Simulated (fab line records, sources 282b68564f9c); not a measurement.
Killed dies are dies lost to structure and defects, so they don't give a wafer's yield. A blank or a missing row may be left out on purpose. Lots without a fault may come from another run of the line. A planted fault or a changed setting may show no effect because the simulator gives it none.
One fault seen from 2 desks | flow rit_cmos | each desk has only its own numbers; what lay behind them comes last

THE METROLOGY DESK
What the gauges read, lot by lot, whatever tool the lot ran on: means of the sampled wafers that have a number. A lot is out of limits, marked OUT, if its mean lies more than 4 standard deviations from the usual mean; the brackets give that distance.
Columns: A = M1_AL_RS at RIT_M1_RS_MEAS_01, usual 0.0740 ohm/sq; B = M1_AL_THK at RIT_M1_THK_MEAS_02, usual 404 nm
lot  | first seen here | A                 | B
L191 | day 3 15:34     | 0.0747            | 399
L192 | day 3 20:04     | 0.0744            | 404
L193 | day 4 00:20     | 0.0734            | 407
L194 | day 4 05:16     | 0.0732            | 409
L196 | day 4 17:28     | 0.0749            | 402
L197 | day 4 21:37     | 0.0742            | 403
L198 | day 5 04:40     | 0.0744            | 404
L199 | day 5 05:03     | 0.0743            | 404
L207 | day 6 18:32     | 0.0697 (-5.7) OUT | 428 (+5.0) OUT
L209 | day 7 11:20     | 0.0745            | 400
L211 | day 8 08:07     | 0.0735            | 402
L213 | day 8 08:39     | 0.0737            | 404
L214 | day 8 15:30     | 0.0744            | 397
This desk's finding: out of limits on L207; first on L207, day 6 18:32 (M1_AL_RS at RIT_M1_RS_MEAS_01). In limits: L191, L192, L193, L194, L196, L197, L198, L199, L209, L211, L213, L214.

THE TOOL OWNER'S DESK: pvd_sputter-04
The tool's own readings at RIT_M1_SPUTTER_00 (material Al, target thk 400 nm, time 500 s): means of the sampled wafers that have a number, for each lot that ran on this tool. A lot is out of limits, marked OUT, if its mean lies more than 4 standard deviations from the usual mean; the brackets give that distance.
Columns: A = throttle_valve_pct at RIT_M1_SPUTTER_00, usual 29.8 %
lot  | first seen here | A
L191 | day 3 15:16     | 28.3
L193 | day 4 00:02     | 30.3
L196 | day 4 17:09     | 28.9
L198 | day 5 04:21     | 30.1
L199 | day 5 04:44     | 28.7
L207 | day 6 18:11     | 29.1
This desk's finding: nothing out of limits on any of the 6 lots.

PUT TOGETHER
The metrology desk could have raised an alarm at day 6 18:32, on L207.
The tool owner's desk saw nothing out of limits.
The tool owner's desk has L207 on record, within its limits.
Of the lots named, all ran RIT_M1_SPUTTER_00 on pvd_sputter-04.

WHAT THE SIMULATOR HAD PUT IN
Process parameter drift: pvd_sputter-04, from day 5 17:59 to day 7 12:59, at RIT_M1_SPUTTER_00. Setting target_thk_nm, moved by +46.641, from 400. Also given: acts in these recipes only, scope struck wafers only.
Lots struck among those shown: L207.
Hours from the fault's start to each desk's first reading out of limits: the metrology desk, 25.
